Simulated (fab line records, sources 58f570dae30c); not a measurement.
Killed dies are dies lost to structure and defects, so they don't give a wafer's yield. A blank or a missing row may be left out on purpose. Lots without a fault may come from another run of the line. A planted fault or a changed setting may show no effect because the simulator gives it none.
Chamber matching | flow berkeley_cmos170 | UCB170_V2_CMP_02 on cmp-02: 4 sister chambers
The step polishes SiO2. 4 wafers are shown with their chamber, then 11 later ones without.

WAFERS WITH THEIR CHAMBER
wafer  | chamber | motor_current_A (A)
L729.2 | 0       | 19.8
L729.3 | 1       | 16.6
L729.4 | 2       | 18.4
L733.3 | 3       | 15.2

WAFERS WITHOUT THEIR CHAMBER
wafer  | motor_current_A (A)
L733.4 | 19.5
L733.5 | 16.7
L737.2 | 15.0
L737.3 | 19.4
L737.4 | 16.6
L736.1 | 15.5
L736.4 | 17.9
L736.6 | 19.0
L739.1 | 17.6
L739.2 | 19.8
L739.6 | 19.4

WHICH CHAMBER EACH WENT THROUGH
wafer  | from the rows above     | in truth
L733.4 | can't be placed: 0 or 2 | 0
L733.5 | 1                       | 1
L737.2 | 3                       | 3
L737.3 | can't be placed: 0 or 2 | 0
L737.4 | 1                       | 1
L736.1 | can't be placed: 3 or 1 | 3
L736.4 | can't be placed: 2 or 1 | 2
L736.6 | can't be placed: 2 or 0 | 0
L739.1 | can't be placed: 2 or 1 | 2
L739.2 | 0                       | 0
L739.6 | can't be placed: 0 or 2 | 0
Placed correctly: 4 of 11. Can't be placed from these rows: 7 (the true chamber is among the candidates in 7). Placed wrongly: 0.
How it was worked out, from the rows above alone: a wafer's distance from a chamber is the root of the sum, over the readings, of the square of ((its reading less the chamber's mean) divided by the reading's scatter). The wafer belongs to the nearest chamber; if the next one is less than 2 further off, it can't be placed. A chamber's mean is the mean of its shown wafers. The scatter: with one shown wafer a chamber, the root of the mean of the squares of how far each hidden wafer lies from its nearest shown one.
